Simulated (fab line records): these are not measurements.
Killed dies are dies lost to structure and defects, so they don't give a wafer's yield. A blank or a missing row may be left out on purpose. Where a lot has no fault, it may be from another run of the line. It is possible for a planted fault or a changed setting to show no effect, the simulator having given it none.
fab line records :: flow berkeleyCmos170 :: part 2 of 2: steps 27 to 38 of 38
record:
  lots: 5
  wafers: 15
  lastDay: 12
route steps=331 shown START@1 ZERO@6 NWELL@14 PWELL@34
lots that met no fault: taken from a fault-free run of the same line
startH: start of the lot's first displayed wafer, in hours after the record's first day :: waitH: hours from the lot's prior step to this one :: " identical to the entry in the row above :: L1.1+2: one row covering several wafers at once :: - either no value or no given start :: * or withheld: withheld :: < > ~ a bound
route shown NAME@n: a module of which the file shows steps, and the number in the route of the first :: usual: mean and standard deviation over wafers with no fault :: same: alike in all rows :: chamber/n: place in a boat :: sites: per-site readings :: _std_site: their standard deviation :: _edge_site: outer sites' mean less inner sites' :: radiusMm: for every site, how far away it sits from the centre of the wafer :: mask NAME#n: copy n :: behind: the tool/chamber that last shaped the wafer :: hold: cause of the lot's hold/its duration in hours/its outcome :: device: transistor that didn't switch, given as n, p or np :: end of line: tests run on the same wafers once the route is complete :: for a step that has no rows: nothing shown but its recipe :: killed: count of dies lost to structure and defects at first sort (not the wafer's yield) :: map: shows each die of a wafer: x if killed, . if not, _ if none is there
set.NAME: the setting as run; set.NAME@STEP: as run at that earlier step :: model.NAME: the simulator's own value behind a step, which no gauge read
lots seen at some steps along the route; tables by step, rows by wafer
services: a tool's chamber out of use, with start hour (startH, from the record's first day; less than 0 if before it), hours out, and reason
== steps ==
step: UCB170_NWELL_ETCH_13
recipe:
  chemistry: CH3F/Ar/O2
  target: Si3N4
  stopOn: SiO2
  CH3F_flow_sccm: 20
  Ar_flow_sccm: 50
  O2_flow_sccm: 7
  pressureMtorr: 50
  rfW: 450
  targetDepthA: 2464
  overEtchFrac: 0.1
  timeS: 154
usual:
  drypumpMotorCurrentA: 5.8/0.39
  oesProductAu: 0.944/0.012
  throttleValvePct: 7.98/0.11
lot.wafer: L075.3
tool: rieDiel-01
chamber: 2
startH: 40.41
waitH: 0.0
drypumpMotorCurrentA: 6.7
oesProductAu: 0.960
rfHoursCounterH: 92
throttleValvePct: 7.96

lot.wafer: L075.4
tool: rieDiel-01
chamber: 3
startH: 40.41
waitH: 0.0
drypumpMotorCurrentA: 5.5
oesProductAu: 0.941
rfHoursCounterH: 164
throttleValvePct: 7.86

lot.wafer: L075.5
tool: rieDiel-01
chamber: 1
startH: 40.41
waitH: 0.0
drypumpMotorCurrentA: 5.5
oesProductAu: 0.971
rfHoursCounterH: -
throttleValvePct: 8.11

lot.wafer: L078.3
tool: rieDiel-01
chamber: 1
startH: 55.41
waitH: 0.0
drypumpMotorCurrentA: 5.5
oesProductAu: 0.952
rfHoursCounterH: 139
throttleValvePct: 8.09

lot.wafer: L078.4
tool: rieDiel-01
chamber: 3
startH: 55.41
waitH: 0.0
drypumpMotorCurrentA: 5.5
oesProductAu: 0.939
rfHoursCounterH: 165
throttleValvePct: 7.83

lot.wafer: L078.5
tool: rieDiel-01
chamber: 3
startH: 55.41
waitH: 0.0
drypumpMotorCurrentA: 5.4
oesProductAu: 0.943
rfHoursCounterH: -
throttleValvePct: 7.86

lot.wafer: L081.2
tool: rieDiel-04
chamber: 2
startH: 72.73
waitH: 0.0
drypumpMotorCurrentA: 6.0
oesProductAu: 0.935
rfHoursCounterH: 15
throttleValvePct: 7.89

lot.wafer: L081.3
tool: rieDiel-04
chamber: 0
startH: 72.73
waitH: 0.0
drypumpMotorCurrentA: 6.3
oesProductAu: 0.936
rfHoursCounterH: 9
throttleValvePct: 8.02

lot.wafer: L081.5
tool: rieDiel-04
chamber: 3
startH: 72.73
waitH: 0.0
drypumpMotorCurrentA: 5.6
oesProductAu: 0.949
rfHoursCounterH: -
throttleValvePct: 7.86

lot.wafer: L082.2
tool: rieDiel-04
chamber: 2
startH: 78.01
waitH: 0.0
drypumpMotorCurrentA: 6.1
oesProductAu: 0.932
rfHoursCounterH: 16
throttleValvePct: 7.88

lot.wafer: L082.3
tool: rieDiel-04
chamber: 0
startH: 78.01
waitH: 0.0
drypumpMotorCurrentA: 6.3
oesProductAu: 0.934
rfHoursCounterH: 9
throttleValvePct: 8.02

lot.wafer: L082.6
tool: rieDiel-04
chamber: 3
startH: 78.01
waitH: 0.0
drypumpMotorCurrentA: 5.6
oesProductAu: 0.939
rfHoursCounterH: -
throttleValvePct: 7.86

lot.wafer: L097.1
tool: rieDiel-01
chamber: 0
startH: 143.55
waitH: 0.0
drypumpMotorCurrentA: 5.7
oesProductAu: 0.951
rfHoursCounterH: 55
throttleValvePct: 8.08

lot.wafer: L097.2
tool: rieDiel-01
chamber: 3
startH: 143.55
waitH: 0.0
drypumpMotorCurrentA: 5.4
oesProductAu: 0.944
rfHoursCounterH: 1
throttleValvePct: 7.85

lot.wafer: L097.6
tool: rieDiel-01
chamber: 0
startH: 143.55
waitH: 0.0
drypumpMotorCurrentA: 5.7
oesProductAu: 0.951
rfHoursCounterH: -
throttleValvePct: 8.09
step: UCB170_NWELL_IMPLANT_14
recipe:
  species: P
  doseCm2: 1e+13
  energyKev: 150
  tiltDeg: 7
lot.wafer: L075.3+4+5
tool: implanter-02
chamber: 0
startH: 40.56
waitH: 0.1

lot.wafer: L078.3+4+5
tool: implanter-01
chamber: 0
startH: 55.56
waitH: 0.1

lot.wafer: L081.2+3+5
tool: implanter-01
chamber: 0
startH: 72.86
waitH: 0.1

lot.wafer: L082.2+3+6
tool: implanter-01
chamber: 0
startH: 78.14
waitH: 0.1

lot.wafer: L097.1+2+6
tool: implanter-01
chamber: 0
startH: 143.65
waitH: 0.1
step: UCB170_NWELL_STRIP_15
recipe:
  chemistry: O2
  powerW: 400
  pressureMtorr: 3500
  platenTempC: withheld
  o2FlowSccm: 400
  overashFraction: 0.5
usual:
  drypumpMotorCurrentA: 5.7/0.49
  oesProductAu: 0.721/0.0048
  stripTimeToEndpointS: 18.03/0.083
lot.wafer: L075.3
tool: plasmaAsher-01
chamber: 1
startH: 40.70
waitH: 0.1
drypumpMotorCurrentA: 5.6
oesProductAu: 0.718
rfHoursCounterH: -
stripTimeToEndpointS: 18.08

lot.wafer: L075.4
tool: plasmaAsher-01
chamber: 0
startH: 40.70
waitH: 0.1
drypumpMotorCurrentA: 4.9
oesProductAu: 0.715
rfHoursCounterH: -
stripTimeToEndpointS: 17.91

lot.wafer: L075.5
tool: plasmaAsher-01
chamber: 0
startH: 40.70
waitH: 0.1
drypumpMotorCurrentA: 5.0
oesProductAu: 0.726
rfHoursCounterH: -
stripTimeToEndpointS: 18.05

lot.wafer: L078.3
tool: plasmaAsher-01
chamber: 1
startH: 55.69
waitH: 0.1
drypumpMotorCurrentA: 5.5
oesProductAu: 0.719
rfHoursCounterH: -
stripTimeToEndpointS: 18.00

lot.wafer: L078.4
tool: plasmaAsher-01
chamber: 0
startH: 55.69
waitH: 0.1
drypumpMotorCurrentA: 5.0
oesProductAu: 0.719
rfHoursCounterH: -
stripTimeToEndpointS: 17.96

lot.wafer: L078.5
tool: plasmaAsher-01
chamber: 0
startH: 55.69
waitH: 0.1
drypumpMotorCurrentA: 5.0
oesProductAu: 0.720
rfHoursCounterH: -
stripTimeToEndpointS: 17.92

lot.wafer: L081.2
tool: plasmaAsher-02
chamber: 0
startH: 72.98
waitH: 0.1
drypumpMotorCurrentA: 6.1
oesProductAu: 0.721
rfHoursCounterH: 27
stripTimeToEndpointS: 18.01

lot.wafer: L081.3
tool: plasmaAsher-02
chamber: 1
startH: 72.98
waitH: 0.1
drypumpMotorCurrentA: 6.2
oesProductAu: 0.725
rfHoursCounterH: -
stripTimeToEndpointS: 17.92

lot.wafer: L081.5
tool: plasmaAsher-02
chamber: 0
startH: 72.98
waitH: 0.1
drypumpMotorCurrentA: 6.1
oesProductAu: 0.721
rfHoursCounterH: -
stripTimeToEndpointS: 18.01

lot.wafer: L082.2
tool: plasmaAsher-02
chamber: 1
startH: 78.26
waitH: 0.1
drypumpMotorCurrentA: 6.1
oesProductAu: 0.721
rfHoursCounterH: 28
stripTimeToEndpointS: 18.10

lot.wafer: L082.3
tool: plasmaAsher-02
chamber: 1
startH: 78.26
waitH: 0.1
drypumpMotorCurrentA: 6.1
oesProductAu: 0.716
rfHoursCounterH: -
stripTimeToEndpointS: 17.99

lot.wafer: L082.6
tool: plasmaAsher-02
chamber: 0
startH: 78.26
waitH: 0.1
drypumpMotorCurrentA: 6.0
oesProductAu: 0.712
rfHoursCounterH: -
stripTimeToEndpointS: 18.03

lot.wafer: L097.1
tool: plasmaAsher-03
chamber: 0
startH: 143.80
waitH: 0.1
drypumpMotorCurrentA: 6.1
oesProductAu: 0.724
rfHoursCounterH: 1
stripTimeToEndpointS: 18.07

lot.wafer: L097.2
tool: plasmaAsher-03
chamber: 1
startH: 143.80
waitH: 0.1
drypumpMotorCurrentA: 4.9
oesProductAu: 0.722
rfHoursCounterH: 1
stripTimeToEndpointS: 18.08

lot.wafer: L097.6
tool: plasmaAsher-03
chamber: 0
startH: 143.80
waitH: 0.1
drypumpMotorCurrentA: 6.1
oesProductAu: 0.733
rfHoursCounterH: -
stripTimeToEndpointS: 18.11
step: UCB170_NWELL_TW_MEAS_16
usual:
  NWELL_TW: 1236/8.2
lot.wafer: L075.3
tool: filmMetro-04
chamber: -
startH: 40.78
waitH: 0.1
NWELL_TW: 1253

lot.wafer: L075.4
tool: filmMetro-04
chamber: -
startH: 40.78
waitH: 0.1
NWELL_TW: 1251

lot.wafer: L075.5
tool: filmMetro-04
chamber: -
startH: 40.78
waitH: 0.1
NWELL_TW: 1251

lot.wafer: L078.3
tool: filmMetro-03
chamber: -
startH: 55.78
waitH: 0.1
NWELL_TW: 1235

lot.wafer: L078.4
tool: filmMetro-03
chamber: -
startH: 55.78
waitH: 0.1
NWELL_TW: 1235

lot.wafer: L078.5
tool: filmMetro-03
chamber: -
startH: 55.78
waitH: 0.1
NWELL_TW: 1230

lot.wafer: L081.2
tool: filmMetro-04
chamber: -
startH: 73.09
waitH: 0.1
NWELL_TW: 1252

lot.wafer: L081.3
tool: filmMetro-04
chamber: -
startH: 73.09
waitH: 0.1
NWELL_TW: 1245

lot.wafer: L081.5
tool: filmMetro-04
chamber: -
startH: 73.09
waitH: 0.1
NWELL_TW: 1244

lot.wafer: L082.2
tool: filmMetro-03
chamber: -
startH: 78.37
waitH: 0.1
NWELL_TW: 1233

lot.wafer: L082.3
tool: filmMetro-03
chamber: -
startH: 78.37
waitH: 0.1
NWELL_TW: 1237

lot.wafer: L082.6
tool: filmMetro-03
chamber: -
startH: 78.37
waitH: 0.1
NWELL_TW: 1234

lot.wafer: L097.1
tool: filmMetro-01
chamber: -
startH: 143.90
waitH: 0.1
NWELL_TW: 1227

lot.wafer: L097.2
tool: filmMetro-01
chamber: -
startH: 143.90
waitH: 0.1
NWELL_TW: 1227

lot.wafer: L097.6
tool: filmMetro-01
chamber: -
startH: 143.90
waitH: 0.1
NWELL_TW: 1227
step: UCB170_NWELL_CLEAN_17
recipe:
  chemistry: SPM
  tempC: 120
  timeS: 600
lot.wafer: L075.3+4+5
tool: wetBench-02
chamber: 3
startH: 40.82
waitH: 0.0

lot.wafer: L078.3+4+5
tool: wetBench-02
chamber: 0
startH: 55.82
waitH: 0.0

lot.wafer: L081.2+3+5
tool: wetBench-04
chamber: 1
startH: 73.14
waitH: 0.0

lot.wafer: L082.2+3+6
tool: wetBench-02
chamber: 0
startH: 78.59
waitH: 0.2

lot.wafer: L097.1+2+6
tool: wetBench-04
chamber: 3
startH: 143.96
waitH: 0.1
step: UCB170_NWELL_WET_ETCH_18
recipe:
  chemistry: H3PO4
  target: Si3N4
  tempC: 160
  timeS: 14400
lot.wafer: L075.3+4+5
tool: wetBench-03
chamber: 2
startH: 41.00
waitH: 0.0

lot.wafer: L078.3+4+5
tool: wetBench-04
chamber: 3
startH: 56.01
waitH: 0.0

lot.wafer: L081.2+3+5
tool: wetBench-02
chamber: 3
startH: 73.32
waitH: 0.0

lot.wafer: L082.2+3+6
tool: wetBench-02
chamber: 3
startH: 78.76
waitH: 0.0

lot.wafer: L097.1+2+6
tool: wetBench-04
chamber: 3
startH: 144.22
waitH: 0.1
step: UCB170_NWELL_WET_ETCH_19
recipe:
  chemistry: BOE
  dilution: 5:1
  target: SiO2
  tempC: 25
  timeS: 22
lot.wafer: L075.3+4+5
tool: wetBench-03
chamber: 3
startH: 45.72
waitH: 0.3

lot.wafer: L078.3+4+5
tool: wetBench-04
chamber: 3
startH: 60.42
waitH: 0.0

lot.wafer: L081.2+3+5
tool: wetBench-02
chamber: 0
startH: 77.39
waitH: 0.1

lot.wafer: L082.2+3+6
tool: wetBench-02
chamber: 1
startH: 83.39
waitH: 0.6

lot.wafer: L097.1+2+6
tool: wetBench-04
chamber: 0
startH: 148.60
waitH: 0.0
step: UCB170_PWELL_CLEAN_00
recipe:
  chemistry: SPM
  tempC: 120
  timeS: 600
lot.wafer: L075.3+4+5
tool: wetBench-04
chamber: 0
startH: 46.40
waitH: 0.7

lot.wafer: L078.3+4+5
tool: wetBench-04
chamber: 2
startH: 60.79
waitH: 0.3

lot.wafer: L081.2+3+5
tool: wetBench-02
chamber: 3
startH: 77.41
waitH: 0.0

lot.wafer: L082.2+3+6
tool: wetBench-04
chamber: 0
startH: 84.13
waitH: 0.7

lot.wafer: L097.1+2+6
tool: wetBench-04
chamber: 1
startH: 148.62
waitH: 0.0
step: UCB170_PWELL_CLEAN_01
recipe:
  chemistry: dHF
  dilution: 25:1
  timeS: 60
lot.wafer: L075.3+4+5
tool: wetBench-04
chamber: 1
startH: 46.68
waitH: 0.1

lot.wafer: L078.3+4+5
tool: wetBench-04
chamber: 2
startH: 61.16
waitH: 0.2

lot.wafer: L081.2+3+5
tool: wetBench-02
chamber: 1
startH: 77.58
waitH: 0.0

lot.wafer: L082.2+3+6
tool: wetBench-04
chamber: 2
startH: 84.48
waitH: 0.2

lot.wafer: L097.1+2+6
tool: wetBench-02
chamber: 0
startH: 148.79
waitH: 0.0
step: UCB170_PWELL_OXIDATION_02
recipe:
  tempC: 1000
  ambient: O2
  targetThkA: 264
  oxTimeS: 1260
usual:
  zonePowerLoadPct: 34.3/1.5
lot.wafer: L075.3
tool: furnace-02
chamber: 0
startH: 47.38
waitH: 0.7
zonePowerLoadPct: 35.1

lot.wafer: L075.4
tool: furnace-02
chamber: 0
startH: 47.38
waitH: 0.7
zonePowerLoadPct: 35.7

lot.wafer: L075.5
tool: furnace-02
chamber: 0
startH: 47.38
waitH: 0.7
zonePowerLoadPct: 35.6

lot.wafer: L078.3
tool: furnace-02
chamber: 0
startH: 63.48
waitH: 2.3
zonePowerLoadPct: 35.2

lot.wafer: L078.4
tool: furnace-02
chamber: 0
startH: 63.48
waitH: 2.3
zonePowerLoadPct: 35.4

lot.wafer: L078.5
tool: furnace-02
chamber: 0
startH: 63.48
waitH: 2.3
zonePowerLoadPct: 35.8

lot.wafer: L081.2
tool: furnace-02
chamber: 0
startH: 79.04
waitH: 1.4
zonePowerLoadPct: 35.7

lot.wafer: L081.3
tool: furnace-02
chamber: 0
startH: 79.04
waitH: 1.4
zonePowerLoadPct: 35.2

lot.wafer: L081.5
tool: furnace-02
chamber: 0
startH: 79.04
waitH: 1.4
zonePowerLoadPct: 35.1

lot.wafer: L082.2
tool: furnace-03
chamber: 0
startH: 86.03
waitH: 1.5
zonePowerLoadPct: 33.5

lot.wafer: L082.3
tool: furnace-03
chamber: 0
startH: 86.03
waitH: 1.5
zonePowerLoadPct: 32.9

lot.wafer: L082.6
tool: furnace-03
chamber: 0
startH: 86.03
waitH: 1.5
zonePowerLoadPct: 33.8

lot.wafer: L097.1
tool: furnace-03
chamber: 0
startH: 150.70
waitH: 1.9
zonePowerLoadPct: 33.2

lot.wafer: L097.2
tool: furnace-03
chamber: 0
startH: 150.70
waitH: 1.9
zonePowerLoadPct: 33.4

lot.wafer: L097.6
tool: furnace-03
chamber: 0
startH: 150.70
waitH: 1.9
zonePowerLoadPct: 34.3
step: UCB170_PWELL_THK_MEAS_03
recipe:
  reads: SiO2_of_PWELL_OXIDATION_02
usual:
  PWELL_OXIDE_THK: 26.3/0.38
lot.wafer: L075.3
tool: filmMetro-03
chamber: -
startH: 48.75
waitH: 0.0
PWELL_OXIDE_THK[nm]: 27.1

lot.wafer: L075.4
tool: filmMetro-03
chamber: -
startH: 48.75
waitH: 0.0
PWELL_OXIDE_THK[nm]: 27.3

lot.wafer: L075.5
tool: filmMetro-03
chamber: -
startH: 48.75
waitH: 0.0
PWELL_OXIDE_THK[nm]: 26.8

lot.wafer: L078.3
tool: filmMetro-02
chamber: -
startH: 64.85
waitH: 0.0
PWELL_OXIDE_THK[nm]: 26.1

lot.wafer: L078.4
tool: filmMetro-02
chamber: -
startH: 64.85
waitH: 0.0
PWELL_OXIDE_THK[nm]: 25.5

lot.wafer: L078.5
tool: filmMetro-02
chamber: -
startH: 64.85
waitH: 0.0
PWELL_OXIDE_THK[nm]: 25.2

lot.wafer: L081.2
tool: filmMetro-03
chamber: -
startH: 80.40
waitH: 0.0
PWELL_OXIDE_THK[nm]: 26.0

lot.wafer: L081.3
tool: filmMetro-03
chamber: -
startH: 80.40
waitH: 0.0
PWELL_OXIDE_THK[nm]: 26.2

lot.wafer: L081.5
tool: filmMetro-03
chamber: -
startH: 80.40
waitH: 0.0
PWELL_OXIDE_THK[nm]: 25.8

lot.wafer: L082.2
tool: filmMetro-04
chamber: -
startH: 87.39
waitH: 0.0
PWELL_OXIDE_THK[nm]: 26.5

lot.wafer: L082.3
tool: filmMetro-04
chamber: -
startH: 87.39
waitH: 0.0
PWELL_OXIDE_THK[nm]: 25.8

lot.wafer: L082.6
tool: filmMetro-04
chamber: -
startH: 87.39
waitH: 0.0
PWELL_OXIDE_THK[nm]: 26.1

lot.wafer: L097.1
tool: filmMetro-04
chamber: -
startH: 152.05
waitH: 0.0
PWELL_OXIDE_THK[nm]: 25.8

lot.wafer: L097.2
tool: filmMetro-04
chamber: -
startH: 152.05
waitH: 0.0
PWELL_OXIDE_THK[nm]: 26.2

lot.wafer: L097.6
tool: filmMetro-04
chamber: -
startH: 152.05
waitH: 0.0
PWELL_OXIDE_THK[nm]: 26.1
step: UCB170_PWELL_ANNEAL_04
recipe:
  tempC: 1000
  timeS: 900
  ambient: N2
usual:
  zonePowerLoadPct: 32.9/1.7
lot.wafer: L075.3
tool: furnace-03
chamber: 0
startH: 51.75
waitH: 3.0
zonePowerLoadPct: 33.3

lot.wafer: L075.4
tool: furnace-03
chamber: 0
startH: 51.75
waitH: 3.0
zonePowerLoadPct: 33.3

lot.wafer: L075.5
tool: furnace-03
chamber: 0
startH: 51.75
waitH: 3.0
zonePowerLoadPct: 33.5

lot.wafer: L078.3
tool: furnace-03
chamber: 0
startH: 69.51
waitH: 4.7
zonePowerLoadPct: 34.0

lot.wafer: L078.4
tool: furnace-03
chamber: 0
startH: 69.51
waitH: 4.7
zonePowerLoadPct: 33.3

lot.wafer: L078.5
tool: furnace-03
chamber: 0
startH: 69.51
waitH: 4.7
zonePowerLoadPct: 34.1

lot.wafer: L081.2
tool: furnace-02
chamber: 0
startH: 81.64
waitH: 1.2
zonePowerLoadPct: 35.4

lot.wafer: L081.3
tool: furnace-02
chamber: 0
startH: 81.64
waitH: 1.2
zonePowerLoadPct: 35.1

lot.wafer: L081.5
tool: furnace-02
chamber: 0
startH: 81.64
waitH: 1.2
zonePowerLoadPct: 35.8

lot.wafer: L082.2
tool: furnace-01
chamber: 0
startH: 91.64
waitH: 4.2
zonePowerLoadPct: 30.8

lot.wafer: L082.3
tool: furnace-01
chamber: 0
startH: 91.64
waitH: 4.2
zonePowerLoadPct: 30.9

lot.wafer: L082.6
tool: furnace-01
chamber: 0
startH: 91.64
waitH: 4.2
zonePowerLoadPct: 30.7

lot.wafer: L097.1
tool: furnace-01
chamber: 0
startH: 155.36
waitH: 3.3
zonePowerLoadPct: 31.0

lot.wafer: L097.2
tool: furnace-01
chamber: 0
startH: 155.36
waitH: 3.3
zonePowerLoadPct: 30.6

lot.wafer: L097.6
tool: furnace-01
chamber: 0
startH: 155.36
waitH: 3.3
zonePowerLoadPct: 31.0
== services ==
tool: implanter-01
chamber: -
startH: -7.14
hours: 3.2
kind: repair

tool: furnace-04
chamber: -
startH: -4.82
hours: 2.5
kind: pm

tool: furnace-01
chamber: -
startH: -0.36
hours: 65.3
kind: pm

tool: krfScanner-02
chamber: -
startH: 6.54
hours: 1.3
kind: pm

tool: furnace-03
chamber: -
startH: 14.95
hours: 2.9
kind: pm

tool: plasmaAsher-02
chamber: -
startH: 16.36
hours: 7.0
kind: repair

tool: rieDiel-03
chamber: 3
startH: 17.03
hours: 1.7
kind: repair

tool: rieDiel-04
chamber: 0
startH: 23.77
hours: 3.6
kind: repair

tool: krfScanner-02
chamber: -
startH: 34.26
hours: 0.8
kind: repair

tool: krfScanner-01
chamber: -
startH: 36.10
hours: 0.8
kind: pm

tool: krfScanner-02
chamber: -
startH: 49.26
hours: 0.8
kind: pm

tool: krfScanner-01
chamber: -
startH: 50.08
hours: 1.0
kind: pm

tool: plasmaAsher-01
chamber: -
startH: 56.36
hours: 1.4
kind: repair

tool: rieDiel-02
chamber: -
startH: 64.36
hours: 0.3
kind: repair

tool: furnace-01
chamber: -
startH: 64.97
hours: 3.0
kind: pm

tool: furnace-03
chamber: -
startH: 65.15
hours: 3.1
kind: pm

tool: implanter-01
chamber: -
startH: 67.27
hours: 3.9
kind: pm

tool: furnace-01
chamber: -
startH: 68.01
hours: 3.3
kind: pm

tool: rieDiel-01
chamber: 2
startH: 87.16
hours: 1.3
kind: repair

tool: wetBench-04
chamber: -
startH: 100.91
hours: 4.4
kind: pm

tool: rieDiel-01
chamber: -
startH: 108.16
hours: 14.6
kind: pm

tool: krfScanner-01
chamber: -
startH: 117.34
hours: 1.3
kind: pm

tool: krfScanner-02
chamber: -
startH: 128.44
hours: 5.9
kind: repair

tool: krfScanner-02
chamber: -
startH: 154.96
hours: 1.0
kind: pm
